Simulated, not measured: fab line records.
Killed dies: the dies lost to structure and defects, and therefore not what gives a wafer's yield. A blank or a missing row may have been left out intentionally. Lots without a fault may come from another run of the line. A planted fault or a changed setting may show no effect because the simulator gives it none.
fab line records -- flow berkeleyCmos170
record: lots: 5, wafers: 15, lastDay: 13
route steps=331 shown ACTIVE@63
lots that met no fault: taken from a fault-free run of the same line
startH: hours from the record's first day to the start of the lot's first wafer shown -- waitH: how many hours have passed since the lot's step before this one -- " same as the row above -- L1.1+2: a row that stands for several wafers -- - value missing, or start not given -- * or withheld: withheld -- < > ~ a bound
route shown NAME@n: names a module that has steps shown in the file, with the first one's number in the route -- usual: average and standard deviation across the fault-free wafers -- same: alike in all rows -- chamber/n: place in a boat -- sites: each site's reading -- _std_site: standard deviation across them -- _edge_site: the outer-site mean with the inner-site mean subtracted -- radiusMm: for every site, how far away it sits from the centre of the wafer -- mask NAME#n: copy n -- behind: the most recent tool/chamber to have shaped the wafer -- hold: the reason the lot was held/the length of the hold in hours/how it ended -- device: which transistor (n, p or np) failed to switch -- end of line: tests of these same wafers at the route's end -- a step without rows: its recipe alone -- killed: the dies lost at the first sort to structure and to defects; this is not the yield of the wafer -- map: per-die view of a wafer (x killed, . not killed, _ where there is no die)
set.NAME: setting as actually run; set.NAME@STEP: the setting as run at that earlier step -- model.NAME: the simulator's own value behind a step, which no gauge read
certain route steps with their lots: each step a table, each wafer a row
services: the hour from which a tool's chamber was out of use, counted from the record's first day as startH (under 0 if before that day), plus the number of hours and why
== steps ==
step: UCB170_ACTIVE_THK_MEAS_03
recipe: reads: SiO2_of_ACTIVE_OXIDATION_02
usual: ACTIVE_OXIDE_THK: 26.4/0.45
lot.wafer,tool,chamber,startH,waitH,ACTIVE_OXIDE_THK[nm]
L679.1,filmMetro-03,-,92.53,0.0,26.8
L679.4,filmMetro-03,-,92.53,0.0,26.7
L679.5,filmMetro-03,-,92.53,0.0,26.4
L683.2,filmMetro-02,-,121.79,0.0,26.5
L683.4,filmMetro-02,-,121.79,0.0,26.0
L683.5,filmMetro-02,-,121.79,0.0,26.9
L687.2,filmMetro-04,-,140.35,0.0,26.3
L687.4,filmMetro-04,-,140.35,0.0,26.6
L687.6,filmMetro-04,-,140.35,0.0,26.3
L697.3,filmMetro-02,-,180.32,0.0,26.9
L697.4,filmMetro-02,-,180.32,0.0,27.0
L697.6,filmMetro-02,-,180.32,0.0,27.4
L698.1,filmMetro-03,-,198.91,0.0,26.1
L698.4,filmMetro-03,-,198.91,0.0,26.3
L698.5,filmMetro-03,-,198.91,0.0,26.2
step: UCB170_ACTIVE_ANNEAL_04
recipe: tempC: 1000, timeS: 900, ambient: N2
step: UCB170_ACTIVE_CVD_05
recipe: material: Si3N4, targetThkNm: 220, tempC: 800, precursor: SiH2Cl2/NH3, timeS: 3300, pressureMtorr: 200, sih2cl2FlowSccm: 25, nh3FlowSccm: 75
step: UCB170_ACTIVE_THK_MEAS_06
recipe: reads: Si3N4_of_ACTIVE_CVD_05
usual: ACTIVE_NITRIDE_THK: 220.0/2.3
lot.wafer,tool,chamber,startH,waitH,ACTIVE_NITRIDE_THK[nm]
L679.1,filmMetro-02,-,101.84,0.0,219.9
L679.4,filmMetro-02,-,101.84,0.0,219.4
L679.5,filmMetro-02,-,101.84,0.0,220.8
L683.2,filmMetro-03,-,130.37,0.0,221.6
L683.4,filmMetro-03,-,130.37,0.0,220.5
L683.5,filmMetro-03,-,130.37,0.0,221.8
L687.2,filmMetro-04,-,148.48,0.1,220.4
L687.4,filmMetro-04,-,148.48,0.1,222.7
L687.6,filmMetro-04,-,148.48,0.1,221.1
L697.3,filmMetro-03,-,188.27,0.0,221.7
L697.4,filmMetro-03,-,188.27,0.0,225.4
L697.6,filmMetro-03,-,188.27,0.0,223.2
L698.1,filmMetro-04,-,207.55,0.1,217.7
L698.4,filmMetro-04,-,207.55,0.1,217.3
L698.5,filmMetro-04,-,207.55,0.1,217.1
step: UCB170_ACTIVE_HMDS_07
recipe: primeTimeS: 60, primeTempC: 100
step: UCB170_ACTIVE_COAT_08
recipe: resist: KrF, spinRpm: 1483, resistThkNm: 900
step: UCB170_ACTIVE_SOFTBAKE_09
recipe: resist: KrF, tempC: 130, timeS: 60
step: UCB170_ACTIVE_EXPOSE_10
recipe: maskId: ACTIVE, targetCdNm: 1200, na: 0.5, sigmaOuter: 0.6, sourceShape: conventional, doseMj: 20
step: UCB170_ACTIVE_PEB_11
recipe: pebTempC: 130, pebTimeS: withheld, resist: KrF
step: UCB170_ACTIVE_DEVELOP_12
recipe: developer: TMAH, developTimeS: 45, resist: KrF, devTempC: 20.53
step: UCB170_ACTIVE_CD_MEAS_13
recipe: targetCdNm: 1200
usual: cdNm: 1200.4/1.2
lot.wafer,tool,chamber,startH,waitH,cdNm
L679.1,cdSem-01,-,103.12,-,1201.7
L679.4,cdSem-01,-,103.12,-,1201.6
L679.5,cdSem-01,-,103.12,-,1202.0
L683.2,cdSem-02,-,132.85,-,1199.0
L683.4,cdSem-02,-,132.85,-,1199.1
L683.5,cdSem-02,-,132.85,-,1199.5
L687.2,cdSem-02,-,150.05,-,1201.9
L687.4,cdSem-02,-,150.05,-,1202.0
L687.6,cdSem-02,-,150.05,-,1201.8
L697.3,cdSem-01,-,189.55,-,1199.9
L697.4,cdSem-01,-,189.55,-,1199.2
L697.6,cdSem-01,-,189.55,-,1200.1
L698.1,cdSem-01,-,208.77,-,1201.2
L698.4,cdSem-01,-,208.77,-,1199.9
L698.5,cdSem-01,-,208.77,-,1201.6
step: UCB170_ACTIVE_OVL_MEAS_14
usual: ACTIVE_OVL: 0/5.3
lot.wafer,tool,chamber,startH,waitH,ACTIVE_OVL[nm]
L679.1,overlay-02,-,103.24,0.1,-10
L679.4,overlay-02,-,103.24,0.1,-7
L679.5,overlay-02,-,103.24,0.1,-6
L683.2,overlay-01,-,132.95,0.1,8
L683.4,overlay-01,-,132.95,0.1,-2
L683.5,overlay-01,-,132.95,0.1,7
L687.2,overlay-02,-,150.16,0.1,-3
L687.4,overlay-02,-,150.16,0.1,1
L687.6,overlay-02,-,150.16,0.1,-1
L697.3,overlay-01,-,189.64,0.1,5
L697.4,overlay-01,-,189.64,0.1,8
L697.6,overlay-01,-,189.64,0.1,6
L698.1,overlay-02,-,208.89,0.1,-4
L698.4,overlay-02,-,208.89,0.1,-7
L698.5,overlay-02,-,208.89,0.1,-4
step: UCB170_ACTIVE_ETCH_15
recipe: chemistry: CH3F/Ar/O2, target: Si3N4, stopOn: SiO2, CH3F_flow_sccm: 20, Ar_flow_sccm: 50, O2_flow_sccm: 7, pressureMtorr: 50, rfW: 450, targetDepthA: 2420, overEtchFrac: 0.1, timeS: 151
usual: drypumpMotorCurrentA: 5.7/0.41, oesProductAu: 0.948/0.018, throttleValvePct: 8.09/0.11
same: overEtchFrac: 0.1
lot.wafer,tool,chamber,startH,waitH,drypumpMotorCurrentA,oesProductAu,rfHoursCounterH,throttleValvePct,model.KrF_of_ACTIVE_COAT_08.thkNm,model.SiO2_of_ACTIVE_OXIDATION_02.thkNm
L679.1,rieDiel-03,0,103.28,0.0,6.5,0.937,161,8.16,735.3,22.83
L679.4,rieDiel-03,0,103.28,0.0,6.5,0.935,-,8.17,734,22.81
L679.5,rieDiel-03,2,103.28,0.0,5.9,0.951,-,8.22,727.3,22.4
L683.2,rieDiel-04,3,132.98,0.0,6.1,0.984,17,8.01,732.6,22.31
L683.4,rieDiel-04,1,132.98,0.0,5.3,0.945,-,8.23,733.8,22.28
L683.5,rieDiel-04,2,132.98,0.0,5.6,0.952,-,8.08,725.6,22.37
L687.2,rieDiel-03,3,150.19,0.0,5.9,0.927,115,7.99,617.1,0
L687.4,rieDiel-03,2,150.19,0.0,5.9,0.957,134,8.21,731.1,22.59
L687.6,rieDiel-03,0,150.19,0.0,6.5,0.940,-,8.18,733.2,22.28
L697.3,rieDiel-04,1,189.67,0.0,5.3,0.949,14,8.21,733.9,23.25
L697.4,rieDiel-04,3,189.67,0.0,6.1,0.991,20,8.01,734.7,22.87
L697.6,rieDiel-04,1,189.67,0.0,5.3,0.961,-,8.21,734.5,23.7
L698.1,rieDiel-01,3,208.93,0.0,5.7,0.944,106,7.88,734.7,22.48
L698.4,rieDiel-01,0,208.93,0.0,5.3,0.936,99,8.17,730.1,22.45
L698.5,rieDiel-01,1,208.93,0.0,6.2,0.906,-,8.02,733.5,22.33
step: UCB170_ACTIVE_STRIP_16
recipe: chemistry: O2, powerW: 400, pressureMtorr: 3500, platenTempC: withheld, o2FlowSccm: 400, overashFraction: 0.5
usual: drypumpMotorCurrentA: 5.51/0.27, oesProductAu: 0.721/0.0044, stripTimeToEndpointS: 18.22/0.095
lot.wafer,tool,chamber,startH,waitH,drypumpMotorCurrentA,oesProductAu,rfHoursCounterH,stripTimeToEndpointS
L679.1,plasmaAsher-04,1,103.38,0.1,5.45,0.714,31,18.34
L679.4,plasmaAsher-04,0,103.38,0.1,5.84,0.717,-,18.32
L679.5,plasmaAsher-04,1,103.38,0.1,5.46,0.728,-,18.15
L683.2,plasmaAsher-03,1,133.08,0.1,5.38,0.722,2,18.28
L683.4,plasmaAsher-03,1,133.08,0.1,5.37,0.720,-,18.29
L683.5,plasmaAsher-03,0,133.08,0.1,5.50,0.726,-,18.11
L687.2,plasmaAsher-02,0,150.29,0.1,5.20,0.713,43,15.60
L687.4,plasmaAsher-02,1,150.29,0.1,5.87,0.729,-,18.25
L687.6,plasmaAsher-02,0,150.29,0.1,5.21,0.714,-,18.28
L697.3,plasmaAsher-03,1,189.80,0.1,5.34,0.716,-,18.30
L697.4,plasmaAsher-03,0,189.80,0.1,5.52,0.725,-,18.32
L697.6,plasmaAsher-03,0,189.80,0.1,5.52,0.718,-,18.33
L698.1,plasmaAsher-03,1,209.03,0.1,5.37,0.716,10,18.35
L698.4,plasmaAsher-03,0,209.03,0.1,5.50,0.717,-,18.22
L698.5,plasmaAsher-03,1,209.03,0.1,5.34,0.719,-,18.30
step: UCB170_ACTIVE_CD_MEAS_90
recipe: targetCdNm: 1200
usual: cdNm: 1200.4/1.3
lot.wafer,tool,chamber,startH,waitH,cdNm
L679.1,cdSem-01,-,103.48,0.1,1201.8
L679.4,cdSem-01,-,103.48,0.1,1201.6
L679.5,cdSem-01,-,103.48,0.1,1201.0
L683.2,cdSem-02,-,133.20,0.1,1198.9
L683.4,cdSem-02,-,133.20,0.1,1198.3
L683.5,cdSem-02,-,133.20,0.1,1199.6
L687.2,cdSem-02,-,150.41,0.1,1200.1
L687.4,cdSem-02,-,150.41,0.1,1201.4
L687.6,cdSem-02,-,150.41,0.1,1202.0
L697.3,cdSem-02,-,189.91,0.1,1200.0
L697.4,cdSem-02,-,189.91,0.1,1199.1
L697.6,cdSem-02,-,189.91,0.1,1200.1
L698.1,cdSem-01,-,209.13,0.1,1201.7
L698.4,cdSem-01,-,209.13,0.1,1199.8
L698.5,cdSem-01,-,209.13,0.1,1201.4
== services ==
tool,chamber,startH,hours,kind
plasmaAsher-03,-,80.71,9.3,repair
rieDiel-03,0,92.60,5.1,repair
rieDiel-03,3,95.07,14.8,repair
plasmaAsher-03,-,108.75,9.0,pm
plasmaAsher-03,0,108.75,9.0,ventCycle
plasmaAsher-03,1,108.75,9.0,ventCycle
rieDiel-03,0,112.08,-,clean
rieDiel-03,0,112.08,27.6,scheduledDown
rieDiel-03,0,112.08,27.6,ventCycle
plasmaAsher-03,0,117.75,-,clean
plasmaAsher-03,1,117.75,-,clean
rieDiel-04,2,137.47,-,clean
rieDiel-04,2,137.47,25.5,scheduledDown
rieDiel-04,2,137.47,25.5,ventCycle
plasmaAsher-02,-,146.40,2.8,pm
rieDiel-04,0,178.04,2.2,repair
rieDiel-04,-,187.17,0.5,repair
plasmaAsher-03,-,192.32,1.6,repair
== key ==
firstSign: step: UCB170_ACTIVE_STRIP_16, reading: stripTimeToEndpointS, direction: down, sigmas: 27, usual: *, struck: *
effect none on later readings
modelEffect: step: UCB170_ACTIVE_ETCH_15, value: KrF_of_ACTIVE_COAT_08.thkNm, without: 730.1, struck: 617.1
metAt UCB170_ACTIVE_ETCH_15
struckWafers L687.2
laterRowsLeftOut L687.2
sortLeftOut L687.2
testerLeftOut L687
fault: kind: processParameterDrift, tool: rieDiel-03, chamber: 3, onsetH: 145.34, steps: UCB170_ACTIVE_ETCH_15, channel: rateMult, offset: 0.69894, shape: step, endH: 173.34
testerLeftOut: of these lots the tester's yield and bins aren't shown, on N5 and GAA mostly nor the transistor test; their killed dies are dies lost to structure and defects alone, not to doping, threshold or leakage, so they don't give the yield
sortLeftOut: the simulated sort isn't trusted on such a fault, so these wafers' sort isn't shown, and their yield isn't known
laterRowsLeftOut: the simulator's readings of these wafers behind a module that went badly wrong aren't trusted and aren't shown, but for the sort
